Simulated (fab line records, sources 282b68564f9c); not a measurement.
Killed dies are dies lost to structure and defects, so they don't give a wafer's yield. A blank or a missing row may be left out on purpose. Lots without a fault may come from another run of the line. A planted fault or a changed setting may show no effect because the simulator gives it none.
fab line records | flow rit_cmos
record lots=5 wafers=23
route steps=202 shown ACTIVE@2 FOX1@20 FOX2@23 NWELL@29 PWELL@47 WELLDRIVE@50 NRETRO@55
start_h: hours from the record's first day to the start of the lot's first wafer shown | wait_h: hours since the lot's step before | " the same as in the row above | L1.1+2: a row that stands for several wafers | - no value, or no start given | * or withheld: withheld | < > ~ a bound
route shown NAME@n: a module of which the file shows steps, and the number in the route of the first | usual: mean/standard deviation of fault-free wafers | same: alike in all rows | chamber/n: place in a boat | sites: the reading at each site | _std_site: their standard deviation | _edge_site: outer sites' mean less inner sites' | radius_mm: how far each site lies from the wafer's centre | mask NAME#n: copy n | behind: the tool/chamber that last shaped the wafer | hold: why the lot was held/for how many hours/how that ended | device: the transistor (n, p or np) that didn't switch | end of line: the same wafers' tests at the end of the route | a step without rows: its recipe alone | killed: dies lost to structure and defects at the first sort, not the wafer's yield | map: a wafer's dies, x killed, . not, _ none there
set.NAME: the setting as run; set.NAME@STEP: as run at that earlier step | model.NAME: the simulator's own value behind a step, which no gauge read
lots whose settings were changed on purpose; a table a step, a row a wafer
## steps
# step RIT_ACTIVE_OXIDATION_01
# recipe temp_c=1000 ambient=O2 target_thk_a=468 ox_time_s=3360
# columns lot.wafer tool chamber start_h wait_h set.temp_c model.SiO2_of_ACTIVE_OXIDATION_01.thk_nm
L074.2 - - - 0.1 976.4 38.45
L074.3 " - " " 976.4 39.49
L074.4 " - " " 976.4 38.32
L074.5 " - " " 976.4 38.16
L074.6 " - " " 976.4 38.31
L075.1 furnace-03 0 15.12 0.1 1000 47.71
L075.4 " 0 " " 1000 47.5
L075.6 " 0 " " 1000 47.58
L076.1 - - - 0.1 971.4 35.58
L076.2 " - " " 971.4 36.25
L076.3 " - " " 971.4 36.1
L076.4 " - " " 971.4 36.07
L076.5 " - " " 971.4 35.99
L081.1 - - - 0.1 989.2 41.62
L081.3 " - " " 989.2 40.91
L081.4 " - " " 989.2 40.92
L081.5 " - " " 989.2 41.52
L081.6 " - " " 989.2 41.89
L083.1 - - - 0.1 977.2 38.5
L083.2 " - " " 977.2 37.76
L083.3 " - " " 977.2 37.54
L083.4 " - " " 977.2 38.06
L083.5 " - " " 977.2 37.69
# step RIT_ACTIVE_THK_MEAS_02
# recipe reads=SiO2_of_ACTIVE_OXIDATION_01
# usual ACTIVE_OXIDE_THK=46.9/0.7
# columns lot.wafer tool chamber start_h wait_h set.temp_c@ACTIVE_OXIDATION_01 ACTIVE_OXIDE_THK[nm]
L074.2 film_metro-02 - - - 976.4 38.4
L074.3 " - " " 976.4 39.5
L074.4 " - " " 976.4 38.3
L074.5 " - " " 976.4 38.2
L074.6 " - " " 976.4 38.3
L075.1 film_metro-02 - 17.05 0.0 1000 47.8
L075.4 " - " " 1000 47.5
L075.6 " - " " 1000 47.5
L076.1 film_metro-01 - - - 971.4 35.6
L076.2 " - " " 971.4 36.2
L076.3 " - " " 971.4 36.1
L076.4 " - " " 971.4 36.1
L076.5 " - " " 971.4 36.0
L081.1 film_metro-04 - - - 989.2 41.6
L081.3 " - " " 989.2 40.9
L081.4 " - " " 989.2 40.9
L081.5 " - " " 989.2 41.5
L081.6 " - " " 989.2 41.8
L083.1 film_metro-04 - - - 977.2 38.5
L083.2 " - " " 977.2 37.7
L083.3 " - " " 977.2 37.6
L083.4 " - " " 977.2 38.1
L083.5 " - " " 977.2 37.7
# step RIT_ACTIVE_EXPOSE_08
# recipe mask_id=M1 na=0.6 source_shape=conventional sigma_outer=0.6 target_cd_nm=1400 dose_mj=225
# columns lot.wafer tool chamber start_h wait_h mask set.dose_mj
L074.2+5 iline_stepper-02 0 14.06 0.1 M1#0 214.1
L074.3+4+6 " 0 " " M1#0 225
L075.1+4+6 iline_stepper-02 0 19.75 0.1 M1#0 225
L076.1+2+3 iline_stepper-01 0 24.87 0.2 M1#0 220.4
L076.4+5 " 0 " " M1#0 225
L081.1+3+6 iline_stepper-02 0 49.04 0.1 M1#0 225
L081.4+5 " 0 " " M1#0 233.4
L083.1+4+5 iline_stepper-01 0 60.03 0.2 M1#0 225
L083.2+3 " 0 " " M1#0 233.4
# step RIT_ACTIVE_PEB_09
# recipe resist=NOVOLAK temp_c=withheld time_s=withheld
# step RIT_ACTIVE_DEVELOP_10
# recipe resist=NOVOLAK develop_time_s=50 dev_temp_c=23
# step RIT_ACTIVE_CD_MEAS_11
# recipe target_cd_nm=1400
# usual cd_nm=1400.6/1.9
# columns lot.wafer tool chamber start_h wait_h set.dose_mj@ACTIVE_EXPOSE_08 cd_nm
L074.2 cd_sem-02 - 14.46 - 214.1 1415.0
L074.3 " - " " 225 1400.5
L074.4 " - " " 225 1402.7
L074.5 " - " " 214.1 1414.1
L074.6 " - " " 225 1401.7
L075.1 cd_sem-02 - 20.15 - 225 1402.4
L075.4 " - " " 225 1401.8
L075.6 " - " " 225 1402.9
L076.1 cd_sem-02 - 25.27 - 220.4 1408.1
L076.2 " - " " 220.4 1407.7
L076.3 " - " " 220.4 1408.5
L076.4 " - " " 225 1400.8
L076.5 " - " " 225 1399.9
L081.1 cd_sem-02 - 49.44 - 225 1398.0
L081.3 " - " " 225 1397.3
L081.4 " - " " 233.4 1387.1
L081.5 " - " " 233.4 1387.8
L081.6 " - " " 225 1398.6
L083.1 cd_sem-02 - 60.43 - 225 1398.8
L083.2 " - " " 233.4 1388.8
L083.3 " - " " 233.4 1390.2
L083.4 " - " " 225 1399.3
L083.5 " - " " 225 1401.7
# step RIT_ACTIVE_HARDBAKE_12
# recipe resist=NOVOLAK temp_c=140 time_s=60
# step RIT_ACTIVE_ETCH_13
# recipe stop_on=SiO2 chemistry=SF6 target=Si3N4 time_s=210 over_etch_frac=0.4 SF6_flow_sccm=200 pressure_mtorr=260 rf_w=125 target_depth_a=2100
# columns lot.wafer tool chamber start_h wait_h set.temp_c@ACTIVE_OXIDATION_01 set.dose_mj@ACTIVE_EXPOSE_08 model.SiO2_of_ACTIVE_OXIDATION_01.thk_nm model.ACTIVE.cd_nm
L074.2 rie_diel-04 0 14.71 0.1 976.4 214.1 36.82 1415
L074.3 " 3 " " 976.4 225 39.49 1400
L074.4 " 2 " " 976.4 225 38.32 1403
L074.5 " 1 " " 976.4 214.1 38.04 1414
L074.6 " 2 " " 976.4 225 38.31 1402
L075.1 rie_diel-01 0 20.42 0.1 1000 225 47.71 1402
L075.4 " 3 " " 1000 225 47.5 1402
L075.6 " 0 " " 1000 225 47.58 1403
L076.1 rie_diel-04 3 25.54 0.1 971.4 220.4 35.58 1408
L076.2 " 2 " " 971.4 220.4 36.25 1408
L076.3 " 0 " " 971.4 220.4 34.48 1408
L076.4 " 1 " " 971.4 225 35.96 1401
L076.5 " 0 " " 971.4 225 34.36 1400
L081.1 rie_diel-04 2 49.71 0.1 989.2 225 41.62 1398
L081.3 " 3 " " 989.2 225 40.91 1397
L081.4 " 1 " " 989.2 233.4 40.81 1387
L081.5 " 3 " " 989.2 233.4 41.52 1388
L081.6 " 2 " " 989.2 225 41.89 1398
L083.1 rie_diel-03 1 60.70 0.1 977.2 225 38.5 1399
L083.2 " 2 " " 977.2 233.4 37.76 1389
L083.3 " 0 " " 977.2 233.4 37.54 1390
L083.4 " 3 " " 977.2 225 38.06 1399
L083.5 " 1 " " 977.2 225 37.69 1402
# step RIT_ACTIVE_STRIP_14
# recipe chemistry=O2 time_s=180 resist=NOVOLAK platen_temp_c=withheld power_w=500 pressure_mtorr=4000 o2_flow_sccm=4000
# step RIT_ACTIVE_CD_MEAS_90
# recipe target_cd_nm=1400
# usual cd_nm=1400.5/1.9
# columns lot.wafer tool chamber start_h wait_h set.dose_mj@ACTIVE_EXPOSE_08 cd_nm
L074.2 cd_sem-02 - 15.04 0.1 214.1 1414.9
L074.3 " - " " 225 1400.2
L074.4 " - " " 225 1402.7
L074.5 " - " " 214.1 1413.4
L074.6 " - " " 225 1401.7
L075.1 cd_sem-02 - 20.80 0.2 225 1402.1
L075.4 " - " " 225 1402.2
L075.6 " - " " 225 1402.9
L076.1 cd_sem-02 - 25.85 0.1 220.4 1408.5
L076.2 " - " " 220.4 1407.9
L076.3 " - " " 220.4 1408.5
L076.4 " - " " 225 1400.9
L076.5 " - " " 225 1400.0
L081.1 cd_sem-02 - 50.02 0.1 225 1397.9
L081.3 " - " " 225 1397.4
L081.4 " - " " 233.4 1386.8
L081.5 " - " " 233.4 1388.0
L081.6 " - " " 225 1398.2
L083.1 cd_sem-02 - 61.01 0.1 225 1399.1
L083.2 " - " " 233.4 1388.9
L083.3 " - " " 233.4 1390.1
L083.4 " - " " 225 1399.0
L083.5 " - " " 225 1401.4
# step RIT_FOX1_OXIDATION_00
# recipe temp_c=1100 ambient=H2O target_thk_a=3507 p_h2o_torr=720 ox_time_s=1130
# columns lot.wafer tool chamber start_h wait_h set.temp_c model.SiO2_of_FOX1_OXIDATION_00.thk_nm
L074.2 - - - 0.0 1069 306.9
L074.3 " - " " 1069 296.7
L074.4 " - " " 1069 302.8
L074.5 " - " " 1069 303.5
L074.6 " - " " 1069 306.2
L075.1 furnace-02 0 21.29 0.0 1100 361.9
L075.4 " 0 " " 1100 362.2
L075.6 " 0 " " 1100 360.6
L076.1 - - - 0.0 1100 355.7
L076.2 " - " " 1100 364.4
L076.3 " - " " 1100 360.5
L076.4 " - " " 1100 353.5
L076.5 " - " " 1100 352
L081.1 - - - 0.0 1072 305
L081.3+6 " - " " 1072 299.9
L081.4 " - " " 1072 303.1
L081.5 " - " " 1072 307.3
L083.1 - - - 0.4 1088 332.1
L083.2 " - " " 1088 333
L083.3 " - " " 1088 334.8
L083.4 " - " " 1088 333.9
L083.5 " - " " 1088 332
# step RIT_FOX1_THK_MEAS_01
# recipe reads=SiO2_of_FOX1_OXIDATION_00
# usual FOX1_OXIDE_THK=354/5
# columns lot.wafer tool chamber start_h wait_h set.temp_c@FOX1_OXIDATION_00 FOX1_OXIDE_THK[nm]
L074.2 film_metro-02 - - - 1069 307
L074.3 " - " " 1069 297
L074.4 " - " " 1069 303
L074.5 " - " " 1069 303
L074.6 " - " " 1069 306
L075.1 film_metro-01 - 22.60 0.0 1100 362
L075.4 " - " " 1100 362
L075.6 " - " " 1100 361
L076.1 film_metro-03 - - - 1100 356
L076.2 " - " " 1100 365
L076.3 " - " " 1100 361
L076.4 " - " " 1100 354
L076.5 " - " " 1100 352
L081.1 film_metro-02 - - - 1072 305
L081.3 " - " " 1072 300
L081.4 " - " " 1072 303
L081.5 " - " " 1072 307
L081.6 " - " " 1072 300
L083.1 film_metro-02 - - - 1088 332
L083.2 " - " " 1088 333
L083.3 " - " " 1088 335
L083.4 " - " " 1088 334
L083.5 " - " " 1088 332
# step RIT_FOX2_OXIDATION_00
# recipe temp_c=1100 ambient=H2O target_thk_a=3507 p_h2o_torr=720 ox_time_s=1130
# columns lot.wafer tool chamber start_h wait_h set.temp_c model.SiO2_of_FOX2_OXIDATION_00.thk_nm
L074.2 - - - 0.1 1114 376.3
L074.3 " - " " 1114 380
L074.4 " - " " 1114 374.7
L074.5 " - " " 1114 378
L074.6 " - " " 1114 377.4
L075.1 furnace-03 0 23.33 0.6 1100 348.2
L075.4 " 0 " " 1100 355.6
L075.6 " 0 " " 1100 352.1
L076.1 - - - 0.0 1100 356
L076.2 " - " " 1100 352
L076.3 " - " " 1100 347.3
L076.4 " - " " 1100 350.4
L076.5 " - " " 1100 351.6
L081.1 - - - 0.0 1080 316.9
L081.3 " - " " 1080 317.3
L081.4 " - " " 1080 312.7
L081.5 " - " " 1080 313.5
L081.6 " - " " 1080 312.6
L083.1 - - - 0.0 1126 387.2
L083.2 " - " " 1126 388.3
L083.3 " - " " 1126 389.5
L083.4 " - " " 1126 389.7
L083.5 " - " " 1126 388.6
# step RIT_FOX2_THK_MEAS_01
# recipe reads=SiO2_of_FOX2_OXIDATION_00
# usual FOX2_OXIDE_THK=351/5.9
# columns lot.wafer tool chamber start_h wait_h set.temp_c@FOX2_OXIDATION_00 FOX2_OXIDE_THK[nm]
L074.2 film_metro-02 - - - 1114 376
L074.3 " - " " 1114 380
L074.4 " - " " 1114 375
L074.5 " - " " 1114 378
L074.6 " - " " 1114 378
L075.1 film_metro-03 - 24.65 0.0 1100 348
L075.4 " - " " 1100 355
L075.6 " - " " 1100 352
L076.1 film_metro-03 - - - 1100 356
L076.2 " - " " 1100 352
L076.3 " - " " 1100 347
L076.4 " - " " 1100 350
L076.5 " - " " 1100 351
L081.1 film_metro-03 - - - 1080 317
L081.3 " - " " 1080 317
L081.4 " - " " 1080 313
L081.5 " - " " 1080 313
L081.6 " - " " 1080 312
L083.1 film_metro-02 - - - 1126 387
L083.2 " - " " 1126 388
L083.3 " - " " 1126 390
L083.4 " - " " 1126 390
L083.5 " - " " 1126 389
# step RIT_FOX2_CLEAN_02
# recipe chemistry=dHF dilution=50:1 time_s=180
# step RIT_FOX2_WET_ETCH_03
# recipe chemistry=H3PO4 target=Si3N4 target_depth_nm=195 temp_c=165 time_s=2700
# columns lot.wafer tool chamber start_h wait_h set.temp_c@ACTIVE_OXIDATION_01 model.SiO2_of_ACTIVE_OXIDATION_01.thk_nm
L074.2 wet_bench-02 1 18.49 0.0 976.4 32.88
L074.3 " 1 " " 976.4 35.27
L074.4 " 1 " " 976.4 34.2
L074.5 " 1 " " 976.4 33.98
L074.6 " 1 " " 976.4 34.22
L075.1 wet_bench-03 2 24.77 0.0 1000 42.55
L075.4 " 2 " " 1000 42.38
L075.6 " 2 " " 1000 42.43
L076.1 wet_bench-01 3 29.26 0.0 971.4 31.57
L076.2 " 3 " " 971.4 32.17
L076.3 " 3 " " 971.4 30.62
L076.4 " 3 " " 971.4 31.89
L076.5 " 3 " " 971.4 30.52
L081.1 wet_bench-01 3 53.48 0.0 989.2 36.96
L081.3 " 3 " " 989.2 36.33
L081.4 " 3 " " 989.2 36.27
L081.5 " 3 " " 989.2 36.88
L081.6 " 3 " " 989.2 37.22
L083.1 wet_bench-02 2 64.88 0.0 977.2 34.22
L083.2 " 2 " " 977.2 33.55
L083.3 " 2 " " 977.2 33.36
L083.4 " 2 " " 977.2 33.83
L083.5 " 2 " " 977.2 33.51
# step RIT_FOX2_THK_MEAS_90
# recipe reads=SiO2_of_FOX2_OXIDATION_00
# usual FIELD_OXIDE_LEFT_1_THK=324/6
# columns lot.wafer tool chamber start_h wait_h set.temp_c@FOX2_OXIDATION_00 FIELD_OXIDE_LEFT_1_THK[nm]
L074.2 film_metro-03 - 19.25 0.0 1114 349
L074.3 " - " " 1114 353
L074.4 " - " " 1114 348
L074.5 " - " " 1114 351
L074.6 " - " " 1114 350
L075.1 film_metro-02 - 25.53 0.0 1100 321
L075.4 " - " " 1100 328
L075.6 " - " " 1100 325
L076.1 film_metro-03 - 30.02 0.0 1100 328
L076.2 " - " " 1100 324
L076.3 " - " " 1100 320
L076.4 " - " " 1100 323
L076.5 " - " " 1100 324
L081.1 film_metro-04 - 54.23 0.0 1080 290
L081.3 " - " " 1080 290
L081.4 " - " " 1080 285
L081.5 " - " " 1080 286
L081.6 " - " " 1080 285
L083.1 film_metro-03 - 65.71 0.0 1126 360
L083.2 " - " " 1126 361
L083.3 " - " " 1126 362
L083.4 " - " " 1126 362
L083.5 " - " " 1126 361
# step RIT_NWELL_COAT_01
# recipe resist=NOVOLAK spin_rpm=2000 resist_thk_nm=1300
# columns lot.wafer tool chamber start_h wait_h set.spin_rpm model.NOVOLAK_of_NWELL_COAT_01.thk_nm
L074.2 litho_track-04 0 19.48 0.1 2000 1297
L074.3 " 0 " " 2000 1298
L074.4 " 0 " " 1930 1318
L074.5 " 0 " " 1930 1323
L074.6 " 0 " " 1930 1321
L075.1+4 litho_track-02 0 25.74 0.1 2000 1306
L075.6 " 0 " " 2000 1305
L076.1 litho_track-02 0 30.23 0.1 2000 1302
L076.2 " 0 " " 2000 1304
L076.3 " 0 " " 2129 1265
L076.4+5 " 0 " " 2129 1264
L081.1 litho_track-04 0 54.44 0.1 2000 1296
L081.3+5 " 0 " " 2000 1294
L081.4 " 0 " " 2000 1295
L081.6 " 0 " " 2000 1293
L083.1 litho_track-04 0 65.92 0.1 2000 1304
L083.2+4+5 " 0 " " 2000 1301
L083.3 " 0 " " 2000 1299
# step RIT_NWELL_SOFTBAKE_02
# recipe resist=NOVOLAK temp_c=90 time_s=60
# step RIT_NWELL_EXPOSE_03
# recipe mask_id=M2 na=0.57 target_cd_nm=43900 dose_mj=250
# step RIT_NWELL_DEVELOP_05
# recipe resist=NOVOLAK develop_time_s=68 dev_temp_c=23
# step RIT_NWELL_HARDBAKE_07
# recipe resist=NOVOLAK temp_c=140 time_s=120
# columns lot.wafer tool chamber start_h wait_h set.spin_rpm@NWELL_COAT_01 model.NOVOLAK_of_NWELL_COAT_01.thk_nm
L074.2 litho_track-03 0 20.59 0.2 2000 1134
L074.3 " 0 " " 2000 1136
L074.4 " 0 " " 1930 1152
L074.5 " 0 " " 1930 1157
L074.6 " 0 " " 1930 1155
L075.1+4 litho_track-04 0 26.50 0.0 2000 1142
L075.6 " 0 " " 2000 1141
L076.1 litho_track-02 0 31.10 0.1 2000 1139
L076.2 " 0 " " 2000 1140
L076.3 " 0 " " 2129 1107
L076.4+5 " 0 " " 2129 1106
L081.1+4 litho_track-04 0 55.33 0.0 2000 1133
L081.3 " 0 " " 2000 1132
L081.5 " 0 " " 2000 1131
L081.6 " 0 " " 2000 1130
L083.1 litho_track-03 0 66.69 0.0 2000 1140
L083.2 " 0 " " 2000 1137
L083.3 " 0 " " 2000 1136
L083.4+5 " 0 " " 2000 1138
# step RIT_NWELL_IMPLANT_08
# recipe species=P energy_kev=170 dose_cm2=5e+13 tilt_deg=7
# columns lot.wafer tool chamber start_h wait_h set.dose_cm2
L074.2+3+4+5+6 implanter-03 0 20.82 0.2 5e+13
L075.1+4+6 implanter-04 0 26.75 0.2 5e+13
L076.1+2+3+4+5 implanter-03 0 31.35 0.2 5e+13
L081.1+5 implanter-01 0 55.58 0.2 5e+13
L081.3+4+6 " 0 " " 5.096e+13
L083.1+4 implanter-01 0 66.94 0.2 4.847e+13
L083.2+3+5 " 0 " " 5e+13
# step RIT_PWELL_IMPLANT_08
# recipe species=B energy_kev=170 dose_cm2=7e+13 tilt_deg=7
# columns lot.wafer tool chamber start_h wait_h set.tilt_deg
L074.2+4+5 implanter-02 0 22.37 0.2 7
L074.3+6 " 0 " " 7.467
L075.1+4+6 implanter-02 0 28.30 0.2 7
L076.1+2+4 implanter-04 0 33.31 0.2 7
L076.3+5 " 0 " " 6.616
L081.1+3+4 implanter-04 0 57.26 0.2 6.241
L081.5+6 " 0 " " 7
L083.1+3+5 implanter-01 0 68.69 0.2 7
L083.2+4 " 0 " " 6.652
# step RIT_PWELL_STRIP_09
# recipe chemistry=O2 time_s=180 resist=NOVOLAK platen_temp_c=withheld power_w=500 pressure_mtorr=4000 o2_flow_sccm=4000
# step RIT_WELLDRIVE_ANNEAL_00
# recipe temp_c=1100 time_s=14700 ambient=N2
# step RIT_WELLDRIVE_RS_MEAS_01
# recipe thk_meas_gauge=four-point-probe
# usual NWELL_RS=275.4/0.81
# columns lot.wafer tool chamber start_h wait_h set.dose_cm2@NWELL_IMPLANT_08 NWELL_RS[ohm/sq]
L074.2 film_metro-03 - 28.32 0.0 5e+13 275.2
L074.3 " - " " 5e+13 274.6
L074.4 " - " " 5e+13 275.2
L074.5 " - " " 5e+13 274.3
L074.6 " - " " 5e+13 274.5
L075.1 film_metro-01 - 33.77 0.0 5e+13 274.4
L075.4 " - " " 5e+13 275.4
L075.6 " - " " 5e+13 275.0
L076.1 film_metro-03 - 38.78 0.0 5e+13 275.3
L076.2 " - " " 5e+13 275.6
L076.3 " - " " 5e+13 275.3
L076.4 " - " " 5e+13 275.5
L076.5 " - " " 5e+13 275.5
L081.1 film_metro-03 - 62.73 0.0 5e+13 275.1
L081.3 " - " " 5.096e+13 272.6
L081.4 " - " " 5.096e+13 271.8
L081.5 " - " " 5e+13 276.0
L081.6 " - " " 5.096e+13 271.9
L083.1 film_metro-03 - 74.19 0.0 4.847e+13 281.3
L083.2 " - " " 5e+13 275.4
L083.3 " - " " 5e+13 275.9
L083.4 " - " " 4.847e+13 281.3
L083.5 " - " " 5e+13 276.3
# step RIT_NRETRO_SOFTBAKE_02
# recipe resist=NOVOLAK temp_c=90 time_s=60
# columns lot.wafer tool chamber start_h wait_h set.temp_c
L074.2+3+5 litho_track-01 0 28.87 0.1 90
L074.4+6 " 0 " " 88.44
L075.1+4+6 litho_track-01 0 34.31 0.1 90
L076.1+3 litho_track-04 0 39.32 0.1 92.56
L076.2+4+5 " 0 " " 90
L081.1+6 litho_track-02 0 63.27 0.1 90
L081.3+4+5 " 0 " " 86.28
L083.1+5 litho_track-04 0 74.73 0.1 88.68
L083.2+3+4 " 0 " " 90
# step RIT_NRETRO_EXPOSE_03
# recipe mask_id=M4 na=0.57 target_cd_nm=43900 dose_mj=250
# step RIT_NRETRO_PEB_04
# recipe resist=NOVOLAK temp_c=withheld time_s=withheld
# step RIT_NRETRO_DEVELOP_05
# recipe resist=NOVOLAK develop_time_s=68 dev_temp_c=23
# columns lot.wafer tool chamber start_h wait_h set.temp_c@NRETRO_SOFTBAKE_02 model.NOVOLAK_of_NRETRO_COAT_01.thk_nm
L074.2 litho_track-02 0 - - 90 1304
L074.3+5 " 0 " " 90 1305
L074.4 " 0 " " 88.44 1312
L074.6 " 0 " " 88.44 1311
L075.1 litho_track-01 0 - - 90 1300
L075.4 " 0 " " 90 1299
L075.6 " 0 " " 90 1302
L076.1 litho_track-04 0 - - 92.56 1292
L076.2 " 0 " " 90 1301
L076.3 " 0 " " 92.56 1295
L076.4 " 0 " " 90 1305
L076.5 " 0 " " 90 1299
L081.1 litho_track-02 0 - - 90 1306
L081.3 " 0 " " 86.28 1323
L081.4 " 0 " " 86.28 1318
L081.5 " 0 " " 86.28 1322
L081.6 " 0 " " 90 1309
L083.1 litho_track-02 0 - - 88.68 1306
L083.2 " 0 " " 90 1299
L083.3 " 0 " " 90 1297
L083.4 " 0 " " 90 1300
L083.5 " 0 " " 88.68 1305
## key
split step=RIT_ACTIVE_OXIDATION_01 setting=temp_c stated=1000 by=lot
response step=RIT_ACTIVE_OXIDATION_01 reading=model.SiO2_of_ACTIVE_OXIDATION_01.thk_nm change=+3.68 per=1% r=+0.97
response step=RIT_ACTIVE_THK_MEAS_02 reading=ACTIVE_OXIDE_THK change=+3.68 per=1% r=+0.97
response step=RIT_ACTIVE_ETCH_13 reading=model.SiO2_of_ACTIVE_OXIDATION_01.thk_nm change=+3.88 per=1% r=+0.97
response step=RIT_FOX2_WET_ETCH_03 reading=model.SiO2_of_ACTIVE_OXIDATION_01.thk_nm change=+3.48 per=1% r=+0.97
split step=RIT_ACTIVE_EXPOSE_08 setting=dose_mj stated=225 by=wafer
response step=RIT_ACTIVE_CD_MEAS_11 reading=cd_nm change=-2.82 per=1% r=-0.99
response step=RIT_ACTIVE_ETCH_13 reading=model.ACTIVE.cd_nm change=-2.8 per=1% r=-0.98
response step=RIT_ACTIVE_CD_MEAS_90 reading=cd_nm change=-2.79 per=1% r=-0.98
split step=RIT_FOX1_OXIDATION_00 setting=temp_c stated=1100 by=lot
response step=RIT_FOX1_OXIDATION_00 reading=model.SiO2_of_FOX1_OXIDATION_00.thk_nm change=+20.5 per=1% r=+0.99
response step=RIT_FOX1_THK_MEAS_01 reading=FOX1_OXIDE_THK change=+20.5 per=1% r=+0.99
split step=RIT_FOX2_OXIDATION_00 setting=temp_c stated=1100 by=lot
response step=RIT_FOX2_OXIDATION_00 reading=model.SiO2_of_FOX2_OXIDATION_00.thk_nm change=+18.1 per=1% r=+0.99
response step=RIT_FOX2_THK_MEAS_01 reading=FOX2_OXIDE_THK change=+18.1 per=1% r=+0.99
response step=RIT_FOX2_THK_MEAS_90 reading=FIELD_OXIDE_LEFT_1_THK change=+18.1 per=1% r=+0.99
split step=RIT_NWELL_COAT_01 setting=spin_rpm stated=2000 by=wafer
response step=RIT_NWELL_COAT_01 reading=model.NOVOLAK_of_NWELL_COAT_01.thk_nm change=-6.16 per=1% r=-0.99
response step=RIT_NWELL_HARDBAKE_07 reading=model.NOVOLAK_of_NWELL_COAT_01.thk_nm change=-5.3 per=1% r=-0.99
split step=RIT_NWELL_IMPLANT_08 setting=dose_cm2 stated=5e+13 by=wafer
response step=RIT_WELLDRIVE_RS_MEAS_01 reading=NWELL_RS change=-1.78 per=1% r=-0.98
split step=RIT_PWELL_IMPLANT_08 setting=tilt_deg stated=7 by=wafer
response none clear
split step=RIT_NRETRO_SOFTBAKE_02 setting=temp_c stated=90 by=wafer
response step=RIT_NRETRO_DEVELOP_05 reading=model.NOVOLAK_of_NRETRO_COAT_01.thk_nm change=-3.38 per=1% r=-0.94
